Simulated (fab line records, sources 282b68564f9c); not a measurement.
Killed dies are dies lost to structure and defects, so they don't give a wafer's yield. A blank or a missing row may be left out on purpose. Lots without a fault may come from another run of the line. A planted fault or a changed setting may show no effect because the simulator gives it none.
A struck lot beside a sound one | flow rit_cmos | 14 steps out of a route of 202
Sound: wafers L332.1, L332.5, L332.6. Struck: wafers L323.1, L323.3, L323.5. The cause comes at the end.
At each step with rows: each side's tool, then ch and its chambers, then its first start. Under that, the readings that differ: sound wafers | struck wafers | difference of the means | sigmas: that difference in standard deviations of wafers without a fault.
alike: readings whose means differ by less than 2 such deviations, and words and numbers that are the same on both sides. not compared: withheld readings, readings that some wafer has no value for, bounds like >300 that may hide the same value, and numbers for which the record gives no deviation and whose values overlap.
The two part at a step that has a row with sigmas, a row that says differs or no value, or rows on one side only. Numbers that don't overlap but have no deviation are shown without sigmas and don't part them. A reading that every wafer of one side lacks parts them only if that side has two wafers or more.

RIT_GATE_STRIP_20: strips in O2, time 180 s.
  sound on plasma_asher-03 ch 0,1, day 5 22:53; struck on plasma_asher-02 ch 0,1, day 3 20:33
  alike: drypump_motor_current_A
  not compared: rf_hours_counter_h
RIT_GATE_CD_MEAS_90: target cd 150 nm.
  sound on cd_sem-01, day 5 23:03; struck on cd_sem-01, day 3 20:43
  alike: cd_nm
then, 4 steps without rows for these wafers: RIT_REOX_CLEAN_00 (cleans in SC1, time 600 s); RIT_REOX_CLEAN_01 (cleans in dHF, time 30 s); RIT_REOX_CLEAN_02 (cleans in SC2, time 600 s); RIT_REOX_OXIDATION_03 (target thk 25.2 nm, ox time 5580 s).
RIT_REOX_THK_MEAS_04:
  sound on film_metro-03, day 6 05:56; struck on film_metro-01, day 3 23:50
  reading             | sound          | struck         | difference | sigmas
  REOX_OXIDE_THK (nm) | 25.0 25.2 24.8 | 26.2 25.6 26.2 | +1.0       | +2
then, 5 steps without rows for these wafers: RIT_NLDD_HMDS_00 (prime time 60 s); RIT_NLDD_COAT_01 (resist thk 1000 nm); RIT_NLDD_SOFTBAKE_02 (time 60 s); RIT_NLDD_EXPOSE_03 (exposes mask M7, target cd 40700 nm); RIT_NLDD_PEB_04.
RIT_NLDD_DEVELOP_05: develop time 50 s.
  sound on litho_track-03 ch 0, day 6 06:00; struck on litho_track-03, day 4 00:00
  no value came back on the struck wafers for chill_plate_temp_C (C), develop_time_s (s), exhaust_pa (Pa); on the sound wafers chill_plate_temp_C (C) reads 23.13 23.02 22.99
RIT_NLDD_OVL_MEAS_06:
  sound on overlay-01, day 6 07:05; struck on overlay-01, day 4 00:52
  reading       | sound       | struck | difference                    | sigmas
  NLDD_OVL (nm) | 0.2 0.3 0.9 | - - -  | no value on the struck wafers |

WHERE THEY PART
First at RIT_REOX_THK_MEAS_04; last, within this record, at RIT_NLDD_OVL_MEAS_06.

WHY: what the simulator had put in
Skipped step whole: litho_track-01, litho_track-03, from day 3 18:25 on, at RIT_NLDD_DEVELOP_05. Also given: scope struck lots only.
